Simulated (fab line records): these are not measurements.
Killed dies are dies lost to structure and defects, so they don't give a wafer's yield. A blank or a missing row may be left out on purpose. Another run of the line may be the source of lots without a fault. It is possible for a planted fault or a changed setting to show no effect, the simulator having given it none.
Which tool was responsible? | flow rit_cmos | 7 lots, 21 wafers sampled, at 2 steps of a route of 202

WHAT EACH GAUGE READ, for each wafer
RIT_NRETRO_TW_MEAS_10.
lot  | measured    | on            | NRETRO_TW
L737 | day 2 10:56 | film_metro-04 | 1046 1053 1046
L740 | day 3 02:02 | film_metro-03 | 1052 1047 1048
L742 | day 3 11:25 | film_metro-04 | 1028 1034 1033
L744 | day 3 22:28 | film_metro-02 | 1046 1040 1036
L747 | day 4 13:15 | film_metro-03 | 1043 1050 1044
L753 | day 5 20:37 | film_metro-04 | 1072 1073 1071
L758 | day 6 20:45 | film_metro-04 | 1041 1039 1039

WHICH TOOL RAN EACH LOT (tool, then ch and the chambers of the sampled wafers, then the start)
lot  | RIT_NRETRO_IMPLANT_08
L737 | implanter-02 ch 0, day 2 10:40
L740 | implanter-04 ch 0, day 3 01:42
L742 | implanter-04 ch 0, day 3 11:07
L744 | implanter-04 ch 0, day 3 22:11
L747 | implanter-04 ch 0, day 4 12:58
L753 | implanter-04 ch 0, day 5 20:17
L758 | implanter-03 ch 0, day 6 20:27
- RIT_NRETRO_IMPLANT_08

THE ANSWER, worked out from the rows above alone
Rule: the usual values come from the lots themselves. Put in order of their means at a reading, lots are off if they are a third of the lots or fewer, leave a main group of 4 or more, and stand apart from it by a gap of 3 or more times the standard deviation of the main group's means; of several such gaps the widest counts. A main group is skipped when, at the precision printed for the reading in the tables above, its means are all equal. Also off: a lot with no number at a reading for which 4 or more lots have one. All remaining lots with rows at the step are treated as sound.
Off: L753, at RIT_NRETRO_TW_MEAS_10 (NRETRO_TW). Mean 1042 and standard deviation 6 in the main group.
If a tool, at a process step before that reading, ran all the lots that are off and no sound lot after the first of them, it fits. Gauges at RIT_NRETRO_TW_MEAS_10: tried the same way as those tools. One fits: RIT_NRETRO_IMPLANT_08 on implanter-04. A fault onset in the window from L747 (day 4 12:58, its last sound lot) to L753 (day 5 20:17, its first lot off) fits.

WHAT HAD BEEN PUT IN BY THE SIMULATOR
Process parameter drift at RIT_NRETRO_IMPLANT_08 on implanter-04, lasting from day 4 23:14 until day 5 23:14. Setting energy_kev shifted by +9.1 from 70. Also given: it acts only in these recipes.
Lots struck among those shown: L753. The rule given above showed the same thing.
